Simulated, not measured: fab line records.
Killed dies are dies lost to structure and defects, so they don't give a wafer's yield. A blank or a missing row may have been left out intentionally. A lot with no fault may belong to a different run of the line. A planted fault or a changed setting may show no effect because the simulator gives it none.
fab line records	flow ritCmos
record lots=6	wafers=18	lastDay=7
route steps=202 shown SPACER@127 NSD@131 PSD@142 SDANNEAL@153 PLDD@159 M1@202
lots that met no fault: taken from a fault-free run of the same line
startH: the number of hours between the record's first day and the start of the first shown wafer of the lot	waitH: time in hours since the lot's previous step	" the same as in the row above	L1.1+2: a row that stands for several wafers	- no value, or no start given	* or withheld: withheld	< > ~ a bound
route shown NAME@n: NAME is a module with steps in the file, n the number in the route of the first one	usual: mean and standard deviation over wafers with no fault	same: alike in all rows	chamber/n: place in a boat	sites: per-site readings	_std_site: the standard deviation of these	_edge_site: the outer-site mean with the inner-site mean subtracted	radiusMm: how far each site lies from the wafer's centre	mask NAME#n: copy n	behind: the tool/chamber that last shaped the wafer	hold: why the lot went on hold/how many hours it stayed there/how the hold came to an end	device: which transistor (n, p or np) failed to switch	end of line: the same wafers' tests at the end of the route	where a step has no rows: the recipe by itself	killed: not the wafer's yield, but the dies lost to structure and defects at the first sort	map: a wafer's dies, marking killed ones x, the rest . and places with no die _
set.NAME: the run value of the setting; set.NAME@STEP: its run value at that earlier step	model.NAME: the simulator's own value behind a step, which no gauge read
lots at some steps of the route; a table a step, a row a wafer
services: a tool's chamber out of use, with start hour (startH, from the record's first day; less than 0 if before it), hours out, and reason
## steps
# step RIT_SPACER_CLEAN_02
# recipe chemistry=SC2	mix=3:3:50	timeS=600	tempC=75	dry=n2Spin
# step RIT_SPACER_CVD_03
# recipe material=Si3N4	targetThkNm=250	tempC=810	precursor=SiH2Cl2/NH3	timeS=3300	pressureMtorr=300	sih2cl2FlowSccm=60	nh3FlowSccm=150
# step RIT_SPACER_THK_MEAS_04
# recipe reads=Si3N4_of_SPACER_CVD_03
# usual SPACER_NITRIDE_THK=248.3/2
lot.wafer	tool	chamber	startH	waitH	SPACER_NITRIDE_THK[nm]
L639.2	filmMetro-04	-	80.39	0.0	245.5
L639.3	"	-	"	"	246.4
L639.5	"	-	"	"	247.9
L642.4	filmMetro-02	-	95.73	0.0	248.3
L642.5	"	-	"	"	247.1
L642.6	"	-	"	"	248.0
L649.1	filmMetro-01	-	131.62	0.0	243.6
L649.4	"	-	"	"	244.9
L649.6	"	-	"	"	245.3
L651.4	filmMetro-04	-	141.08	0.0	248.0
L651.5	"	-	"	"	249.9
L651.6	"	-	"	"	249.9
L652.1	filmMetro-01	-	146.58	0.0	250.5
L652.2	"	-	"	"	250.4
L652.3	"	-	"	"	250.8
L655.2	filmMetro-01	-	160.03	0.0	249.4
L655.4	"	-	"	"	248.4
L655.6	"	-	"	"	247.6
# step RIT_SPACER_ETCHBACK_05
# recipe targetDepthA=2500	SF6_flow_sccm=30	CHF3_flow_sccm=30	target=Si3N4	chemistry=SF6/CHF3	pressureMtorr=40	rfW=250	timeS=240	stopOn=SiO2
# usual drypumpMotorCurrentA=5.6/0.4	oesProductAu=0.845/0.011	throttleValvePct=10.23/0.12
lot.wafer	tool	chamber	startH	waitH	drypumpMotorCurrentA	oesProductAu	rfHoursCounterH	throttleValvePct
L639.2	rieDiel-02	1	80.44	0.0	6.4	0.824	75	10.22
L639.3	"	2	"	"	5.7	0.843	4	10.37
L639.5	"	1	"	"	6.4	0.826	-	10.22
L642.4	rieDiel-04	3	95.76	0.0	5.8	0.846	8	10.05
L642.5	"	0	"	"	5.4	0.848	-	10.14
L642.6	"	1	"	"	5.0	0.859	-	10.06
L649.1	rieDiel-04	3	131.68	0.1	5.7	0.832	9	10.03
L649.4	"	1	"	"	5.0	0.853	108	10.08
L649.6	"	3	"	"	5.7	0.831	-	10.04
L651.4	rieDiel-02	1	141.11	0.0	6.4	0.820	76	10.22
L651.5	"	2	"	"	5.6	0.843	-	10.37
L651.6	"	1	"	"	6.4	0.835	-	10.24
L652.1	rieDiel-01	0	146.64	0.1	6.1	0.843	68	10.19
L652.2	"	3	"	"	5.8	0.841	0	10.30
L652.3	"	2	"	"	6.1	0.853	147	10.19
L655.2	rieDiel-02	2	160.08	0.0	5.6	0.846	6	10.39
L655.4	"	3	"	"	5.8	0.854	62	10.28
L655.6	"	0	"	"	5.0	0.825	-	10.41
# step RIT_NSD_HMDS_00
# recipe primeTimeS=60	primeTempC=140
# step RIT_NSD_COAT_01
# recipe resist=NOVOLAK	spinRpm=3250	resistThkNm=1000
# step RIT_NSD_SOFTBAKE_02
# recipe resist=NOVOLAK	tempC=90	timeS=60
# step RIT_NSD_EXPOSE_03
# recipe maskId=M9	na=0.57	targetCdNm=40700	doseMj=250
# step RIT_NSD_PEB_04
# recipe resist=NOVOLAK	tempC=withheld	timeS=withheld
# step RIT_NSD_DEVELOP_05
# recipe resist=NOVOLAK	developTimeS=50	devTempC=23
# step RIT_NSD_OVL_MEAS_06
# usual NSD_OVL=0.6/1.2
lot.wafer	tool	chamber	startH	waitH	NSD_OVL[nm]
L639.2	overlay-01	-	81.45	-	2.7
L639.3	"	-	"	"	0.6
L639.5	"	-	"	"	1.0
L642.4	overlay-02	-	96.90	-	1.0
L642.5	"	-	"	"	1.2
L642.6	"	-	"	"	2.5
L649.1	overlay-02	-	132.90	-	0.7
L649.4	"	-	"	"	0.1
L649.6	"	-	"	"	-0.2
L651.4	overlay-01	-	142.25	-	3.0
L651.5	"	-	"	"	1.6
L651.6	"	-	"	"	0.6
L652.1	overlay-01	-	147.65	-	-1.1
L652.2	"	-	"	"	-0.6
L652.3	"	-	"	"	-1.4
L655.2	overlay-01	-	161.09	-	0.2
L655.4	"	-	"	"	1.3
L655.6	"	-	"	"	0.9
# step RIT_NSD_HARDBAKE_07
# recipe resist=NOVOLAK	tempC=140	timeS=60
# step RIT_NSD_IMPLANT_08
# recipe species=P	energyKev=25	doseCm2=1e+15	tiltDeg=7
# usual beamEnergyKeV=25.000/0.0079	endStationPressureTorr=7.6e-06/3.8e-07
lot.wafer	tool	chamber	startH	waitH	beamEnergyKeV	endStationPressureTorr	model.implant.rpNm	model.implant.drpNm
L639.2	implanter-01	0	81.65	0.1	24.994	7.5e-06	32.86	14.84
L639.3	"	0	"	"	25.010	6.9e-06	32.86	14.84
L639.5	"	0	"	"	25.000	7.6e-06	32.86	14.84
L642.4	implanter-02	0	97.21	0.1	24.994	7.8e-06	33.32	14.84
L642.5	"	0	"	"	24.996	7.6e-06	33.32	14.84
L642.6	"	0	"	"	25.006	7.2e-06	33.32	14.84
L649.1	implanter-01	0	133.08	0.1	17.516	7.8e-06	25.53	11.96
L649.4	"	0	"	"	17.489	7.1e-06	25.53	11.96
L649.6	"	0	"	"	17.510	8e-06	25.53	11.96
L651.4	implanter-01	0	142.49	0.1	17.516	7.5e-06	25.82	11.96
L651.5	"	0	"	"	17.504	6.9e-06	25.82	11.96
L651.6	"	0	"	"	17.495	7.7e-06	25.82	11.96
L652.1	implanter-04	0	147.84	0.1	25.012	8.1e-06	32.49	14.84
L652.2	"	0	"	"	25.002	8.1e-06	32.49	14.84
L652.3	"	0	"	"	25.003	6.9e-06	32.49	14.84
L655.2	implanter-04	0	161.37	0.1	25.002	7.8e-06	33	14.84
L655.4	"	0	"	"	24.998	7.1e-06	33	14.84
L655.6	"	0	"	"	24.997	7.6e-06	33	14.84
# step RIT_NSD_STRIP_09
# recipe chemistry=O2	timeS=180	resist=NOVOLAK	platenTempC=withheld	powerW=500	pressureMtorr=4000	o2FlowSccm=4000
# usual drypumpMotorCurrentA=5.6/0.39
lot.wafer	tool	chamber	startH	waitH	drypumpMotorCurrentA	rfHoursCounterH
L639.2	plasmaAsher-03	0	81.78	0.1	6.1	43
L639.3	"	0	"	"	6.1	-
L639.5	"	0	"	"	6.1	-
L642.4	plasmaAsher-04	1	97.35	0.1	4.9	-
L642.5	"	1	"	"	4.9	-
L642.6	"	0	"	"	5.7	-
L649.1	plasmaAsher-02	0	133.23	0.1	6.0	36
L649.4	"	0	"	"	6.0	-
L649.6	"	0	"	"	6.0	-
L651.4	plasmaAsher-03	0	142.63	0.1	6.0	-
L651.5	"	1	"	"	5.5	-
L651.6	"	0	"	"	6.0	-
L652.1	plasmaAsher-03	1	147.99	0.1	5.5	3
L652.2	"	0	"	"	6.0	3
L652.3	"	0	"	"	6.0	-
L655.2	plasmaAsher-02	1	161.49	0.1	5.8	40
L655.4	"	1	"	"	5.8	-
L655.6	"	0	"	"	6.0	-
# step RIT_NSD_TW_MEAS_10
# usual NSD_TW=3101/27
lot.wafer	tool	chamber	startH	waitH	NSD_TW
L639.2	filmMetro-04	-	81.96	0.1	3133
L639.3	"	-	"	"	3120
L639.5	"	-	"	"	3109
L642.4	filmMetro-04	-	97.49	0.1	3109
L642.5	"	-	"	"	3120
L642.6	"	-	"	"	3117
L649.1	filmMetro-02	-	133.41	0.1	2795
L649.4	"	-	"	"	2794
L649.6	"	-	"	"	2798
L651.4	filmMetro-03	-	142.77	0.1	2857
L651.5	"	-	"	"	2857
L651.6	"	-	"	"	2858
L652.1	filmMetro-03	-	148.16	0.1	3114
L652.2	"	-	"	"	3125
L652.3	"	-	"	"	3113
L655.2	filmMetro-03	-	161.68	0.1	3105
L655.4	"	-	"	"	3113
L655.6	"	-	"	"	3111
# step RIT_PSD_HMDS_00
# recipe primeTimeS=60	primeTempC=140
# step RIT_PSD_COAT_01
# recipe resist=NOVOLAK	spinRpm=3250	resistThkNm=1000
# step RIT_PSD_SOFTBAKE_02
# recipe resist=NOVOLAK	tempC=90	timeS=58.18
# step RIT_PSD_EXPOSE_03
# recipe maskId=M10	na=0.57	targetCdNm=40900	doseMj=250
# step RIT_PSD_PEB_04
# recipe resist=NOVOLAK	tempC=withheld	timeS=withheld
# step RIT_PSD_DEVELOP_05
# recipe resist=NOVOLAK	developTimeS=50	devTempC=23
# step RIT_PSD_OVL_MEAS_06
# usual PSD_OVL=0.3/1.8
lot.wafer	tool	chamber	startH	waitH	PSD_OVL[nm]
L639.2	overlay-01	-	82.87	-	2.2
L639.3	"	-	"	"	1.9
L639.5	"	-	"	"	1.8
L642.4	overlay-01	-	98.51	-	-1.2
L642.5	"	-	"	"	-2.0
L642.6	"	-	"	"	-1.0
L649.1	overlay-01	-	134.32	-	-2.2
L649.4	"	-	"	"	-1.1
L649.6	"	-	"	"	-2.4
L651.4	overlay-01	-	143.80	-	-0.6
L651.5	"	-	"	"	1.6
L651.6	"	-	"	"	1.2
L652.1	overlay-02	-	149.20	-	-1.1
L652.2	"	-	"	"	-0.6
L652.3	"	-	"	"	-0.6
L655.2	overlay-02	-	162.71	-	-0.9
L655.4	"	-	"	"	0.2
L655.6	"	-	"	"	0.8
# step RIT_PSD_HARDBAKE_07
# recipe resist=NOVOLAK	tempC=140	timeS=60
# step RIT_PSD_IMPLANT_08
# recipe species=BF2	energyKev=27	doseCm2=5e+15	tiltDeg=7
# step RIT_PSD_STRIP_09
# recipe chemistry=O2	timeS=180	resist=NOVOLAK	platenTempC=withheld	powerW=500	pressureMtorr=4000	o2FlowSccm=4000
# usual drypumpMotorCurrentA=5.6/0.42
lot.wafer	tool	chamber	startH	waitH	drypumpMotorCurrentA	rfHoursCounterH
L639.2	plasmaAsher-03	0	83.20	0.1	6.1	43
L639.3	"	1	"	"	5.5	-
L639.5	"	0	"	"	6.0	-
L642.4	plasmaAsher-04	1	98.89	0.1	5.0	-
L642.5	"	0	"	"	5.7	-
L642.6	"	1	"	"	5.0	-
L649.1	plasmaAsher-03	1	134.65	0.1	5.5	2
L649.4	"	1	"	"	5.5	-
L649.6	"	1	"	"	5.5	-
L651.4	plasmaAsher-03	0	144.17	0.1	6.1	-
L651.5	"	0	"	"	6.1	-
L651.6	"	1	"	"	5.5	-
L652.1	plasmaAsher-04	0	149.54	0.1	5.7	51
L652.2	"	1	"	"	4.9	51
L652.3	"	0	"	"	5.7	-
L655.2	plasmaAsher-04	1	163.04	0.1	5.0	52
L655.4	"	0	"	"	5.7	-
L655.6	"	0	"	"	5.7	-
# step RIT_PSD_TW_MEAS_10
# usual PSD_TW=3399/28
lot.wafer	tool	chamber	startH	waitH	PSD_TW
L639.2	filmMetro-02	-	83.38	0.1	3358
L639.3	"	-	"	"	3360
L639.5	"	-	"	"	3372
L642.4	filmMetro-02	-	99.04	0.1	3369
L642.5	"	-	"	"	3370
L642.6	"	-	"	"	3375
L649.1	filmMetro-02	-	134.83	0.1	3376
L649.4	"	-	"	"	3371
L649.6	"	-	"	"	3389
L651.4	filmMetro-04	-	144.32	0.1	3450
L651.5	"	-	"	"	3411
L651.6	"	-	"	"	3411
L652.1	filmMetro-02	-	149.71	0.1	3387
L652.2	"	-	"	"	3405
L652.3	"	-	"	"	3387
L655.2	filmMetro-02	-	163.22	0.1	3361
L655.4	"	-	"	"	3395
L655.6	"	-	"	"	3374
# step RIT_SDANNEAL_CLEAN_00
# recipe chemistry=SC1	mix=3:3:50	timeS=600	tempC=75
# step RIT_SDANNEAL_CLEAN_01
# recipe chemistry=dHF	dilution=50:1	timeS=30
# step RIT_SDANNEAL_CLEAN_02
# recipe chemistry=SC2	mix=3:3:50	timeS=600	tempC=75	dry=n2Spin
# step RIT_SDANNEAL_RTA_03
# recipe tempC=1050	timeS=5	idleTempC=600	rampUpCPerS=342	rampDownCPerS=171	coolToC=600	ambient=N2
# usual chamberO2Ppm=1.999/0.022	wafer_temp_C_max=1053.5/1.1
lot.wafer	tool	chamber	startH	waitH	chamberO2Ppm	wafer_temp_C_max
L639.2	rtpAnneal-01	0	83.83	0.0	1.990	1051.8
L639.3	"	0	"	"	1.953	1055.0
L639.5	"	0	"	"	1.995	1052.9
L642.4	rtpAnneal-02	0	99.46	0.0	2.024	1053.6
L642.5	"	0	"	"	1.969	1053.8
L642.6	"	0	"	"	1.978	1054.6
L649.1	rtpAnneal-01	0	135.26	0.0	1.975	1055.1
L649.4	"	0	"	"	1.983	1053.3
L649.6	"	0	"	"	1.944	1054.0
L651.4	rtpAnneal-01	0	144.75	0.0	2.031	1054.7
L651.5	"	0	"	"	2.005	1052.2
L651.6	"	0	"	"	2.012	1054.1
L652.1	rtpAnneal-02	0	150.14	0.0	2.027	1053.4
L652.2	"	0	"	"	2.012	1053.4
L652.3	"	0	"	"	2.006	1054.2
L655.2	rtpAnneal-01	0	163.68	0.0	2.000	1052.6
L655.4	"	0	"	"	2.030	1051.7
L655.6	"	0	"	"	2.025	1054.6
# step RIT_SDANNEAL_RS_MEAS_04
# recipe thkMeasGauge=four-point-probe
# usual PSD_RS=115.9/0.32
lot.wafer	tool	chamber	startH	waitH	PSD_RS[ohm/sq]
L639.2	filmMetro-04	-	83.90	0.1	115.8
L639.3	"	-	"	"	116.6
L639.5	"	-	"	"	116.0
L642.4	filmMetro-02	-	99.55	0.1	116.0
L642.5	"	-	"	"	115.8
L642.6	"	-	"	"	115.9
L649.1	filmMetro-03	-	135.32	0.0	116.4
L649.4	"	-	"	"	116.1
L649.6	"	-	"	"	116.2
L651.4	filmMetro-02	-	144.84	0.1	115.6
L651.5	"	-	"	"	115.5
L651.6	"	-	"	"	115.2
L652.1	filmMetro-03	-	150.20	0.0	116.4
L652.2	"	-	"	"	116.5
L652.3	"	-	"	"	116.0
L655.2	filmMetro-02	-	163.75	0.1	116.0
L655.4	"	-	"	"	116.0
L655.6	"	-	"	"	115.8
# step RIT_SDANNEAL_RS_MEAS_05
# recipe thkMeasGauge=four-point-probe
# usual NSD_RS=84.53/0.27
lot.wafer	tool	chamber	startH	waitH	NSD_RS[ohm/sq]
L639.2	filmMetro-04	-	84.02	0.1	84.78
L639.3	"	-	"	"	84.79
L639.5	"	-	"	"	85.02
L642.4	filmMetro-02	-	99.67	0.1	84.25
L642.5	"	-	"	"	84.22
L642.6	"	-	"	"	84.31
L649.1	filmMetro-03	-	135.44	0.1	87.53
L649.4	"	-	"	"	87.55
L649.6	"	-	"	"	87.49
L651.4	filmMetro-02	-	144.96	0.1	86.95
L651.5	"	-	"	"	87.18
L651.6	"	-	"	"	87.57
L652.1	filmMetro-03	-	150.32	0.1	84.96
L652.2	"	-	"	"	84.84
L652.3	"	-	"	"	84.98
L655.2	filmMetro-02	-	163.87	0.1	84.93
L655.4	"	-	"	"	84.62
L655.6	"	-	"	"	84.80
# step RIT_SDANNEAL_RS_MEAS_06
# recipe thkMeasGauge=four-point-probe
# usual PLDD_RS=179.6/0.45
lot.wafer	tool	chamber	startH	waitH	PLDD_RS[ohm/sq]
L639.2	filmMetro-04	-	84.14	0.1	179.9
L639.3	"	-	"	"	180.3
L639.5	"	-	"	"	180.0
L642.4	filmMetro-02	-	99.79	0.1	179.2
L642.5	"	-	"	"	178.9
L642.6	"	-	"	"	179.5
L649.1	filmMetro-03	-	135.56	0.1	180.2
L649.4	"	-	"	"	180.5
L649.6	"	-	"	"	179.6
L651.4	filmMetro-02	-	145.08	0.1	179.3
L651.5	"	-	"	"	179.4
L651.6	"	-	"	"	178.9
L652.1	filmMetro-03	-	150.44	0.1	180.1
L652.2	"	-	"	"	179.7
L652.3	"	-	"	"	180.2
L655.2	filmMetro-02	-	163.99	0.1	180.4
L655.4	"	-	"	"	179.9
L655.6	"	-	"	"	179.0
# step RIT_M1_PROBE_99
# usual killed_at_M0_to_M3=0.0/0.18	killedAtFrontEnd=6.6/3	killedDies=7/3	killedOpen=3.3/2	killedShort=3.4/2
# same grossDies=264	killed_at_M4_up=0	killedAtBackSide=0	killedAtContacts=0	killedAtOther=0
lot.wafer	tool	chamber	startH	waitH	killed_at_M0_to_M3	killedAtFrontEnd	killedDies	killedOpen	killedShort	model.etest.nmos_0p3.rOnOhmUm	model.etest.contactNplus.endOhmUm	model.etest.nmos_0p15.junctionLog10AUm	model.etest.nmosNarrow.offLog10AUm	model.etest.gateEndArray.leakLog10AUm	model.etest.nmos_0p3.offLog10AUm	model.etest.diodeNplusComb.cjFfUm2	model.etest.diodeNplusPwell.cjFfUm2
L639.2	prober-02	-	91.71	0.1	0	3	3	0	3	2157	40.14	-13.58	-13.19	-12.85	-13.07	2.634	2.077
L639.3	prober-02	-	91.76	0.2	0	4	4	1	3	2125	40.19	-13.54	-13.13	-12.77	-12.92	2.634	2.059
L639.5	prober-02	-	91.86	0.2	0	4	4	2	2	2157	39.68	-13.4	-13.2	-12.87	-13.09	2.637	2.07
L642.4	prober-01	-	107.21	0.2	0	11	11	5	6	2230	39.88	-13.62	-13.39	-13.06	-13.27	2.648	2.086
L642.5	prober-01	-	107.26	0.2	0	3	3	2	1	2263	40.35	-13.71	-13.24	-13.12	-13.24	2.667	2.083
L642.6	prober-01	-	107.31	0.2	0	10	10	5	5	2212	40.03	-13.54	-13.38	-13.08	-13.26	2.629	2.074
L649.1	prober-01	-	143.44	0.1	0	11	11	7	4	2199	51.06	-13.04	-13.07	-12.64	-12.81	2.614	2.064
L649.4	prober-01	-	143.59	0.2	0	2	2	0	2	2170	50.57	-13.02	-12.87	-12.78	-12.98	2.579	2.046
L649.6	prober-01	-	143.69	0.2	0	5	5	2	3	2182	49.91	-13.16	-13.1	-12.72	-12.9	2.619	2.056
L651.4	prober-01	-	153.71	0.2	0	6	6	3	3	2226	53.29	-12.82	-12.98	-12.66	-12.89	2.586	2.033
L651.5	prober-01	-	153.76	0.2	0	6	6	4	2	2242	51.44	-13.08	-12.74	-12.54	-12.88	2.584	2.037
L651.6	prober-01	-	153.81	0.2	0	4	4	4	0	2224	51.7	-13.09	-13.07	-12.69	-12.94	2.566	2.008
L652.1	prober-02	-	157.72	0.1	0	11	11	5	6	2205	41.45	-13.46	-13.31	-12.73	-12.98	2.667	2.083
L652.2	prober-02	-	157.77	0.1	0	7	7	2	5	2209	41.55	-13.53	-13.41	-12.99	-13.18	2.642	2.076
L652.3	prober-02	-	157.82	0.2	0	14	14	8	6	2208	40.72	-13.78	-13.14	-12.78	-12.95	2.643	2.091
L655.2	prober-02	-	171.05	0.1	0	7	7	3	4	2177	40.26	-13.53	-13.32	-12.94	-13.12	2.652	2.091
L655.4	prober-02	-	171.15	0.2	0	8	8	7	1	2154	40.11	-13.57	-13.18	-13.02	-13.17	2.665	2.09
L655.6	prober-02	-	171.25	0.2	1	10	11	8	3	2191	40.66	-13.54	-13.35	-12.84	-13.05	2.683	2.085
# killed by level:class
L639.2 FOX1:geometricParticle:short=2 SPACER:geometricParticle:short=1
L639.3 FOX1:geometricParticle:short=1 GATE:geometricParticle:open=1 GATE:geometricParticle:short=1 SILICIDE:geometricParticle:short=1
L639.5 FOX1:geometricParticle:short=2 FOX1:geometricParticle:open=1 SILICIDE:geometricParticle:open=1
L642.4 GATE:geometricParticle:short=3 GATE:geometricParticle:open=2 REOX:geometricParticle:open=2 FOX2:geometricParticle:open=1 REOX:geometricParticle:short=1 SPACER:geometricParticle:short=1 SILICIDE:geometricParticle:short=1
L642.5 REOX:geometricParticle:open=1 SILICIDE:geometricParticle:open=1 SILICIDE:geometricParticle:short=1
L642.6 SPACER:geometricParticle:short=3 GATE:geometricParticle:open=2 SILICIDE:geometricParticle:open=2 FOX1:geometricParticle:short=1 FOX2:geometricParticle:short=1 REOX:geometricParticle:open=1
L649.1 SPACER:geometricParticle:open=4 GATE:geometricParticle:open=3 GATE:geometricParticle:short=2 FOX1:geometricParticle:short=1 FOX2:geometricParticle:short=1
L649.4 FOX1:geometricParticle:short=2
L649.6 GATE:geometricParticle:short=2 GATE:geometricParticle:open=1 SPACER:geometricParticle:short=1 SILICIDE:geometricParticle:open=1
L651.4 FOX1:geometricParticle:short=2 FOX1:geometricParticle:open=1 GATE:geometricParticle:open=1 SPACER:geometricParticle:short=1 SPACER:geometricParticle:open=1
L651.5 GATE:geometricParticle:open=2 GATE:geometricParticle:short=2 FOX1:geometricParticle:open=1 REOX:geometricParticle:open=1
L651.6 GATE:geometricParticle:open=3 SPACER:geometricParticle:open=1
L652.1 GATE:geometricParticle:open=3 FOX1:geometricParticle:open=2 GATE:geometricParticle:short=2 FOX2:geometricParticle:short=1 REOX:geometricParticle:short=1 SPACER:geometricParticle:short=1 SILICIDE:geometricParticle:short=1
L652.2 GATE:geometricParticle:short=3 FOX2:geometricParticle:short=2 GATE:geometricParticle:open=1 SILICIDE:geometricParticle:open=1
L652.3 FOX2:geometricParticle:short=2 GATE:geometricParticle:open=2 REOX:geometricParticle:open=2 SILICIDE:geometricParticle:open=2 FOX1:geometricParticle:short=1 FOX1:geometricParticle:open=1 FOX2:geometricParticle:open=1 GATE:geometricParticle:short=1
L655.2 GATE:geometricParticle:open=3 GATE:geometricParticle:short=2 REOX:geometricParticle:short=1 SILICIDE:geometricParticle:short=1
L655.4 GATE:geometricParticle:open=4 FOX1:geometricParticle:open=1 SPACER:geometricParticle:open=1 SPACER:geometricParticle:short=1 SILICIDE:geometricParticle:open=1
L655.6 SPACER:geometricParticle:open=3 GATE:geometricParticle:open=2 REOX:geometricParticle:open=2 FOX2:geometricParticle:open=1 GATE:geometricParticle:short=1 SPACER:geometricParticle:short=1 M1:geometricParticle:short=1
## services
tool	chamber	startH	hours	kind
rieDiel-01	3	99.00	7.7	repair
rieDiel-01	3	106.66	-	clean
rieDiel-01	3	106.66	23.5	scheduledDown
rieDiel-01	3	106.66	23.5	ventCycle
rieDiel-04	0	106.71	3.4	repair
plasmaAsher-03	-	108.75	9.0	pm
plasmaAsher-03	0	108.75	9.0	ventCycle
plasmaAsher-03	1	108.75	9.0	ventCycle
plasmaAsher-03	0	117.75	-	clean
plasmaAsher-03	1	117.75	-	clean
rieDiel-01	0	118.56	13.5	repair
implanter-04	-	124.61	4.3	pm
rieDiel-04	-	141.30	0.2	repair
plasmaAsher-03	-	153.41	2.8	pm
## key
firstSign step=RIT_NSD_IMPLANT_08	reading=beamEnergyKeV	direction=down	sigmas=99+	usual=25.000	struck=17.505
effect step=RIT_NSD_TW_MEAS_10	reading=NSD_TW	direction=down	sigmas=10	usual=3101	struck=2826
effect step=RIT_SDANNEAL_RS_MEAS_05	reading=NSD_RS	direction=up	sigmas=10	usual=84.53	struck=87.38
modelEffect step=RIT_NSD_IMPLANT_08	value=implant.rpNm	without=32.68	struck=25.68
modelEffect step=RIT_M1_PROBE_99	value=etest.nmos_0p3.rOnOhmUm	without=2155	struck=2207
metAt RIT_NSD_IMPLANT_08
struckWafers L649.1,L649.4,L649.6,L651.4,L651.5,L651.6
testerLeftOut L649,L651
onsetBetween 81.65 133.08
earlierFault kind=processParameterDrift	tool=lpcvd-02	chamber=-	onsetH=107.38	steps=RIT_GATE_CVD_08	channel=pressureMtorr	offset=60	shape=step	endH=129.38	actsIn=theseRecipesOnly	stated=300
fault kind=processParameterDrift	tool=implanter-01	chamber=-	onsetH=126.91	steps=RIT_NSD_IMPLANT_08	channel=energyKev	offset=-7.5	shape=step	endH=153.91	actsIn=theseRecipesOnly	stated=25
# testerLeftOut: of these lots the tester's yield and bins aren't shown, on N5 and GAA mostly nor the transistor test; their killed dies are dies lost to structure and defects alone, not to doping, threshold or leakage, so they don't give the yield
